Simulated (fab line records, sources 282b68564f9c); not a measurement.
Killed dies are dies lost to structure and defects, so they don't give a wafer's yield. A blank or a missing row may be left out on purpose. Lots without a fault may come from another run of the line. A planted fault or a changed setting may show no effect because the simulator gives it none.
Which tool did it? | flow rit_cmos | 13 lots, 39 wafers sampled, at 2 steps of a route of 202

WHAT THE GAUGES READ, wafer by wafer
RIT_M1_CD_MEAS_09: target cd 2600 nm. Usual: cd_nm 2599.9 nm, standard deviation 2.1.
lot  | measured    | on        | cd_nm (nm)                                | flag
L285 | day 3 05:48 | cd_sem-02 | 2596.9 2598.9 2599.8                      |
L289 | day 4 03:34 | cd_sem-01 | 2602.0 2601.0 2598.9                      |
L290 | day 4 10:43 | cd_sem-01 | 2598.9 2598.9 2600.4                      |
L291 | day 4 13:34 | cd_sem-02 | 2602.8 2603.8 2603.2                      |
L293 | day 5 00:41 | cd_sem-01 | 2601.3 2599.6 2601.1                      |
L294 | day 5 05:51 | cd_sem-02 | 2597.3 2597.8 2596.1                      |
L295 | day 5 08:28 | cd_sem-01 | 2599.9 2600.0 2600.0                      |
L296 | day 5 13:18 | cd_sem-01 | 2752.4 2750.6 2749.5 2752.3 2750.5 2749.6 | OFF
L304 | day 7 05:47 | cd_sem-02 | 2599.7 2600.9 2599.2                      |
L305 | day 7 14:00 | cd_sem-02 | 2597.9 2597.4 2597.3                      |
L306 | day 7 17:31 | cd_sem-01 | 2597.4 2598.8 2595.3                      |
L307 | day 7 22:05 | cd_sem-02 | 2602.7 2600.1 2601.5                      |
L308 | day 8 03:56 | cd_sem-02 | 2597.2 2597.2 2596.2                      |

WHICH TOOL RAN EACH LOT (tool, then ch and the chambers of the sampled wafers, then the start)
lot  | RIT_M1_EXPOSE_06
L285 | iline_stepper-02 ch 0, day 3 05:22
L289 | iline_stepper-01 ch 0, day 4 03:07
L290 | iline_stepper-01 ch 0, day 4 10:17
L291 | iline_stepper-01 ch 0, day 4 13:08
L293 | iline_stepper-02 ch 0, day 5 00:16
L294 | iline_stepper-01 ch 0, day 5 05:25
L295 | iline_stepper-02 ch 0, day 5 08:02
L296 | iline_stepper-02 ch 0, day 5 12:52
L304 | iline_stepper-02 ch 0, day 7 05:22
L305 | iline_stepper-02 ch 0, day 7 13:34
L306 | iline_stepper-02 ch 0, day 7 17:05
L307 | iline_stepper-02 ch 0, day 7 21:39
L308 | iline_stepper-01 ch 0, day 8 03:30
- RIT_M1_EXPOSE_06: exposes mask M12, target cd 2600 nm.

WHAT THE TOOLS THEMSELVES READ (means of the sampled wafers that have a number; where no wafer has one, the mark that the record gives instead)
The record holds no such reading with a usual standard deviation.

THE ANSWER, worked out from the rows above alone
Rule: a lot is off if the mean of its wafers that have a number lies more than 3 standard deviations from the usual mean. A lot without any number at a reading at which 4 lots or more have one is off too. The other lots that the step has rows for count as sound. The gauges are gone through in route order, then the tools' own readings, and for those a lot's mean is taken as printed above. The first step at which some lot is off is used, and at that step the reading that is off furthest; a lot without a number counts as furthest.
Off: L296, at RIT_M1_CD_MEAS_09 (cd_nm).
A tool fits if, at a process step before that reading, it ran every lot that is off, and no sound lot after the first of them. The gauges at RIT_M1_CD_MEAS_09 are tried like those tools. None of those tried fits.

WHAT THE SIMULATOR HAD PUT IN
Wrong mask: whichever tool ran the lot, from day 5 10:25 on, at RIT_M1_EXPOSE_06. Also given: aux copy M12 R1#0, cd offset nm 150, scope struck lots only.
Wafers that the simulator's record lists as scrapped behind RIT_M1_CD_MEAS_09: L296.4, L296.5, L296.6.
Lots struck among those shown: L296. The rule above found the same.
